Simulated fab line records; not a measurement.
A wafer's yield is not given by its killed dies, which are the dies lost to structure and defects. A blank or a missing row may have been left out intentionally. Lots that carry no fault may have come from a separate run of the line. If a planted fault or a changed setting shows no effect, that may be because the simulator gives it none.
A single fault, viewed from 2 desks    flow berkeley_cmos170    every desk sees just its own numbers, and what lay behind them comes last

## AT THE METROLOGY DESK
Lot by lot, what the gauges showed, no matter which tool ran the lot: averages of those sampled wafers that carry a number. If a lot's mean is further than 4 standard deviations from the usual mean, the lot is out of limits and carries the mark OUT (the distance appears in the brackets).
Columns: A = INCOMING_BOW at UCB170_START_BOW_MEAS_00, usual 1 um; B = NWELL_TW at UCB170_NWELL_TW_MEAS_16, usual 1257; C = PWELL_NITRIDE_THK at UCB170_PWELL_THK_MEAS_06, usual 219.7 nm
lot   first seen here  A   B     C
L518  day 1 15:01      -3  1259  220.5
L519  day 1 20:01      -1  1269  222.5
L520  day 2 01:00      1   1256  219.1
L521  day 2 06:04      4   1247  221.5
L522  day 2 11:00      -4  1260  221.1
L524  day 2 21:01      -6  1260  219.3
L525  day 3 02:00      1   1251  222.0
L526  day 3 07:00      1   1256  218.7
L531  day 4 08:01      6   1262  220.4
L533  day 4 18:04      -2  1256  218.3
L535  day 5 04:01      4   1248  214.9
L536  day 5 09:00      -6  1256  218.8
L538  day 5 19:22      5   1256  216.6
L539  day 6 00:00      -6  1256  220.5
Result from this desk: across the 14 lots, nothing is out of limits.

## DESK OF THE TOOL OWNER: plasma_asher-03
The tool's own readings at UCB170_PLDD_STRIP_10 (strips in O2): means of the sampled wafers that have a number, for each lot that ran on this tool. If a lot's mean is further than 4 standard deviations from the usual mean, the lot is out of limits and carries the mark OUT (the distance appears in the brackets).
Columns: A = drypump_motor_current_A at UCB170_PLDD_STRIP_10, usual 5.88 A; B = oes_product_au at UCB170_PLDD_STRIP_10, usual 0.735 a.u.; C = strip_time_to_endpoint_s at UCB170_PLDD_STRIP_10, usual 21.61 s
lot   first seen here  A     B                C
L524  day 8 21:10      6.15  0.731            21.65
L525  day 9 03:44      5.78  0.737            21.54
L531  day 10 13:41     5.97  0.680 (-12) OUT  21.57
L535  day 11 01:33     5.95  0.677 (-13) OUT  21.63
Finding of this desk: L531, L535 out of limits; the first was L531 at day 10 13:41, on oes_product_au at UCB170_PLDD_STRIP_10. Within limits: L524, L525.

## ALL TOGETHER
At day 10 13:41, on L531, L535, the tool owner's desk was in a position to raise an alarm.
At the metrology desk, nothing out of limits was observed.
The metrology desk holds a record of L531, L535, inside its limits.
All the named lots went through UCB170_PLDD_STRIP_10 on plasma_asher-03.

## WHAT THE SIMULATOR HAD PUT IN
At UCB170_PLDD_STRIP_10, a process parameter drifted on plasma_asher-03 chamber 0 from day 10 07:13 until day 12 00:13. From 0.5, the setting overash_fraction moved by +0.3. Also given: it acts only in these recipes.
Shown lots that were struck: L531, L535.
Each desk's first reading out of limits, in hours after the fault started: the tool owner's desk, 6.
